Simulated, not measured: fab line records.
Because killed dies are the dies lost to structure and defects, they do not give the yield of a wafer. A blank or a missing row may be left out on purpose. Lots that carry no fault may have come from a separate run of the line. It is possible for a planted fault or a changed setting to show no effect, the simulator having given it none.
Which tool did it? ; flow rit cmos ; Sampling: 13 lots, 39 wafers, 5 of 202 route steps

WHAT EACH GAUGE READ, for each wafer
RIT_ACTIVE_THK_MEAS_04. Usual: ACTIVE_NITRIDE_THK typically reads 149.7 nm, with standard deviation 1.3.
lot;measured;on;ACTIVE_NITRIDE_THK (nm);flag
L373;day 1 14:29;film metro-03;147.2 146.8 148.4;
L375;day 1 23:53;film metro-01;150.1 150.1 149.4;
L376;day 2 05:57;film metro-04;151.1 151.2 151.8;
L378;day 2 16:17;film metro-03;151.1 152.0 151.8;
L379;day 2 22:21;film metro-04;149.8 148.0 148.1;
L380;day 3 06:43;film metro-03;149.0 149.1 149.5;
L386;day 4 06:37;film metro-01;150.2 149.8 149.3;
L388;day 4 16:32;film metro-03;148.9 149.0 150.6;
L390;day 5 02:34;film metro-01;149.2 148.3 151.0;
L393;day 5 17:44;film metro-01;149.5 149.3 149.1;
L394;day 5 22:56;film metro-03;149.7 149.8 148.9;
L395;day 6 03:34;film metro-01;152.8 152.4 152.2;
L396;day 6 08:47;film metro-03;151.2 149.9 149.9;

RIT_PWELL_OVL_MEAS_06. Usual: PWELL_OVL typically reads -1.6 nm, with standard deviation 1.5.
lot;measured;on;PWELL_OVL (nm);flag
L373;day 2 04:29;overlay-02;-1.6 -2.9 -0.6;
L375;day 2 09:46;overlay-02;-1.8 -0.1 -3.8;
L376;day 2 20:04;overlay-02;-3.4 -3.0 -2.1;
L378;day 3 07:16;overlay-01;-4.3 -3.1 -2.5;
L379;day 3 13:49;overlay-01;1.7 -1.2 -0.3;
L380;day 3 18:02;overlay-02;-0.7 0.6 -3.9;
L386;day 4 16:06;overlay-01;-3.3 -4.2 -2.6;
L388;day 5 02:10;overlay-01;-1.5 1.1 -3.8;
L390;day 5 11:37;overlay-01;0.2 -0.2 -1.0;
L393;day 6 02:12;overlay-02;-0.1 -0.5 -1.7;
L394;day 6 09:27;overlay-02;0.4 0.8 0.7;
L395;day 6 13:40;overlay-01;-4.2 -0.3 -1.4;
L396;day 6 19:37;overlay-02;-3.9 -2.7 -2.0;

RIT_CONTACT_CD_MEAS_08: target cd 1000 nm. Usual: cd nm 1000.2 nm, standard deviation 2.4.
lot;measured;on;cd nm (nm);flag
L373;day 3 20:31;cd sem-02;999.5 999.4 999.2;
L375;day 4 02:07;cd sem-02;999.4 997.2 997.7;
L376;day 4 08:14;cd sem-01;998.6 999.6 997.3;
L378;day 4 18:56;cd sem-02;998.6 997.4 997.5;
L379;day 4 20:56;cd sem-02;1000.6 1001.5 999.3;
L380;day 5 01:54;cd sem-02;1023.7 1012.6 1002.0;OFF
L386;day 5 22:23;cd sem-02;999.1 1000.1 1000.1;
L388;day 6 08:23;cd sem-01;1002.9 1001.7 1002.2;
L390;day 6 16:24;cd sem-01;997.9 1000.3 996.4;
L393;day 7 11:08;cd sem-02;998.0 995.6 998.1;
L394;day 7 17:52;cd sem-01;1006.7 1008.4 1006.4;
L395;day 7 23:14;cd sem-01;996.4 996.1 997.0;
L396;day 8 02:55;cd sem-01;999.4 999.7 997.7;

TOOL THAT RAN EACH LOT (tool first, then ch and the chambers of the sampled wafers, then the start)
lot;RIT_SILICIDE_RTA_06;RIT_CONTACT_EXPOSE_05
L373;rtp anneal-01 ch 0, day 3 19:21;iline stepper-02 ch 0, day 3 19:59
L375;rtp anneal-01 ch 0, day 4 00:58;iline stepper-02 ch 0, day 4 01:36
L376;rtp anneal-02 ch 0, day 4 06:58;iline stepper-01 ch 0, day 4 07:43
L378;rtp anneal-02 ch 0, day 4 17:39;iline stepper-01 ch 0, day 4 18:25
L379;rtp anneal-01 ch 0, day 4 19:45;iline stepper-01 ch 0, day 4 20:26
L380;rtp anneal-01 ch 0, day 5 00:37;iline stepper-02 ch 0, day 5 01:23
L386;rtp anneal-02 ch 0, day 5 21:11;iline stepper-01 ch 0, day 5 21:49
L388;rtp anneal-02 ch 0, day 6 07:07;iline stepper-01 ch 0, day 6 07:52
L390;rtp anneal-02 ch 0, day 6 15:08;iline stepper-01 ch 0, day 6 15:53
L393;rtp anneal-01 ch 0, day 7 10:00;iline stepper-01 ch 0, day 7 10:38
L394;rtp anneal-02 ch 0, day 7 16:35;iline stepper-02 ch 0, day 7 17:22
L395;rtp anneal-01 ch 0, day 7 22:04;iline stepper-02 ch 0, day 7 22:43
L396;rtp anneal-02 ch 0, day 8 01:46;iline stepper-02 ch 0, day 8 02:24
- RIT_SILICIDE_RTA_06: time 10 s, ramp up 5 s, ramp down 10 s.
- RIT_CONTACT_EXPOSE_05: exposes mask M11, target cd 1000 nm.

WHAT THE TOOLS THEMSELVES READ (means of the sampled wafers that have a number; where no wafer has one, the mark that the record gives instead)
RIT_SILICIDE_RTA_06. Usual: anneal temp c max 752.5, standard deviation 0.57; wafer_temp_C_max 753.1, standard deviation 0.87.
lot;tool;anneal temp c max;wafer_temp_C_max;flag
L373;rtp anneal-01;752.3;753.3;
L375;rtp anneal-01;752.2;754.5;
L376;rtp anneal-02;752.8;751.9;
L378;rtp anneal-02;752.1;752.0;
L379;rtp anneal-01;751.8;753.1;
L380;rtp anneal-01;752.1;752.9;
L386;rtp anneal-02;752.6;752.4;
L388;rtp anneal-02;752.9;751.9;
L390;rtp anneal-02;752.6;752.1;
L393;rtp anneal-01;752.0;753.7;
L394;rtp anneal-02;752.6;752.3;
L395;rtp anneal-01;752.3;753.5;
L396;rtp anneal-02;753.1;752.7;

RIT_CONTACT_EXPOSE_05. Usual: exposure dose mJ cm2 249.93, standard deviation 0.26.
lot;tool;exposure dose mJ cm2;flag
L373;iline stepper-02;250.01;
L375;iline stepper-02;250.12;
L376;iline stepper-01;249.73;
L378;iline stepper-01;249.80;
L379;iline stepper-01;249.62;
L380;iline stepper-02;247.50;OFF
L386;iline stepper-01;249.84;
L388;iline stepper-01;250.06;
L390;iline stepper-01;249.62;
L393;iline stepper-01;249.67;
L394;iline stepper-02;250.39;
L395;iline stepper-02;250.30;
L396;iline stepper-02;250.04;

THE ANSWER, worked out from the rows above alone
Rule: take the mean of a lot's wafers that have a number; if it is more than 3 standard deviations from the usual mean, the lot is off. A lot without any number at a reading at which 4 lots or more have one is off too. Where the step has rows for the other lots, those lots are counted as sound. The gauges are gone through in route order, then the tools' own readings, and for those a lot's mean is taken as printed above. At the first step where some lot is off, the reading lying furthest off is the one used; lots without a number count as furthest.
Off: L380 (RIT_CONTACT_CD_MEAS_08, cd nm).
A tool fits if, at a process step before that reading, it ran every lot that is off, and no sound lot after the first of them. The gauges at RIT_CONTACT_CD_MEAS_08 aren't tried: what is off there is off at RIT_CONTACT_EXPOSE_05 too, on other tools, and a gauge's error can't cause that. No candidate that was tried fits.

WHAT WAS PUT IN BY THE SIMULATOR
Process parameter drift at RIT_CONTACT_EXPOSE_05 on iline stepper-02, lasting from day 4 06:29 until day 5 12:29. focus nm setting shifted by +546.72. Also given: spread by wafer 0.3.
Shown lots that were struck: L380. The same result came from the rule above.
